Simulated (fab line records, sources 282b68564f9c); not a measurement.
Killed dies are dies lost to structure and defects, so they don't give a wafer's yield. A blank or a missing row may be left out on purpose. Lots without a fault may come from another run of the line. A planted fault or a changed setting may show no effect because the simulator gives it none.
Split-lot experiment | flow rit_cmos | 5 lots, 23 wafers read, on a route of 202 steps

THE SPLIT
At RIT_ACTIVE_COAT_06 (resist thk 1000 nm), the setting spin_rpm was moved away from the recipe's 3250 rpm on 7 of the 23 wafers read, by -5.1% to +5.4%. The other wafers ran this setting at the recipe's value.

FROM THE SPLIT TO THE READING: what the file shows between them, 3 steps
- RIT_ACTIVE_SOFTBAKE_07: time 60 s
- RIT_ACTIVE_EXPOSE_08: exposes mask M1, target cd 1400 nm
- RIT_ACTIVE_DEVELOP_10: develop time 50 s

THE READING
NOVOLAK_of_ACTIVE_COAT_06.thk_nm (the simulator's own value, which no gauge read), in nm, at RIT_ACTIVE_HARDBAKE_12 (time 60 s). The file gives no usual value for it. The 16 wafers here that ran the recipe average 882.1 nm, standard deviation 2.2 nm.

wafer  | tool, chamber at the split | spin_rpm as run, rpm | against the recipe | NOVOLAK_of_ACTIVE_COAT_06.thk_nm, nm | against lot-mates on the recipe
L074.2 | litho_track-03, 0          | 3250                 | recipe             | 885.7                                | -
L074.3 | litho_track-03, 0          | 3250                 | recipe             | 884.3                                | -
L074.4 | litho_track-03, 0          | 3250                 | recipe             | 880.1                                | -
L074.5 | litho_track-03, 0          | 3250                 | recipe             | 880.5                                | -
L074.6 | litho_track-03, 0          | 3250                 | recipe             | 883.9                                | -
L076.1 | litho_track-01, 0          | 3250                 | recipe             | 879.5                                | -
L076.2 | litho_track-01, 0          | 3250                 | recipe             | 882.6                                | -
L076.3 | litho_track-01, 0          | 3250                 | recipe             | 881.4                                | -
L076.4 | litho_track-01, 0          | 3084                 | -5.1%              | 904.8                                | +23.6
L076.5 | litho_track-01, 0          | 3084                 | -5.1%              | 905.3                                | +24.1
L077.1 | litho_track-01, 0          | 3106                 | -4.4%              | 900.7                                | +21.0
L077.2 | litho_track-01, 0          | 3106                 | -4.4%              | 900.9                                | +21.2
L077.4 | litho_track-01, 0          | 3250                 | recipe             | 879.7                                | -
L077.5 | litho_track-01, 0          | 3106                 | -4.4%              | 899.9                                | +20.2
L077.6 | litho_track-01, 0          | 3250                 | recipe             | 879.6                                | -
L082.1 | litho_track-04, 0          | 3250                 | recipe             | 882.1                                | -
L082.2 | litho_track-04, 0          | 3250                 | recipe             | 878.5                                | -
L082.3 | litho_track-04, 0          | 3250                 | recipe             | 882.7                                | -
L083.1 | litho_track-04, 0          | 3250                 | recipe             | 885.3                                | -
L083.3 | litho_track-04, 0          | 3250                 | recipe             | 884.5                                | -
L083.4 | litho_track-04, 0          | 3250                 | recipe             | 883.8                                | -
L083.5 | litho_track-04, 0          | 3427                 | +5.4%              | 861.2                                | -23.3
L083.6 | litho_track-04, 0          | 3427                 | +5.4%              | 861.2                                | -23.3

THE FIT
A straight line over all 23 wafers: NOVOLAK_of_ACTIVE_COAT_06.thk_nm changes by -4.12 nm for each +1% of spin_rpm; r = -0.98; the points scatter about the line by 2.1 nm.
The same after taking each lot's own level away (the mean of its wafers on the recipe; 23 wafers): -4.53 nm for each +1%; r = -0.99; scatter 1.5 nm.
On that fit, the largest move of spin_rpm shifts the reading by 25 nm.
The lots' own levels span 879.65 to 884.53 nm, that is 2.2 times the standard deviation above.
So the lot-to-lot level changes the slope little: the two slopes agree.
Check: with one of the wafers moved furthest among these (+5.4%) left out of the fit, the line predicts -24.8 nm for it against its lot-mates. It came out at -23.3 nm against them.

OTHER SPLITS ON THESE WAFERS
These wafers also went through other splits before the reading. Each is held against what the fit with the lots' levels taken away leaves over:
other split on the same wafers | wafers away from the commonest value | r with NOVOLAK_of_ACTIVE_COAT_06.thk_nm (lot level and that fit taken away)
RIT_ACTIVE_CVD_03 time_s       | 10                                   | -0.04

THE WHOLE CHAIN: every reading that the file lists as answering this split, in the file's order
step                   | what it does       | reading                                                                           | change (the file's fit)              | r (the file's)
RIT_ACTIVE_COAT_06     | resist thk 1000 nm | NOVOLAK_of_ACTIVE_COAT_06.thk_nm (the simulator's own value, which no gauge read) | -5.18 nm for each +1% of the setting | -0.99
RIT_ACTIVE_HARDBAKE_12 | time 60 s          | NOVOLAK_of_ACTIVE_COAT_06.thk_nm (the simulator's own value, which no gauge read) | -4.53 nm for each +1% of the setting | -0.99

THE FILE'S OWN FIT
NOVOLAK_of_ACTIVE_COAT_06.thk_nm changes by -4.53 nm for each +1% of spin_rpm, r = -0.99.
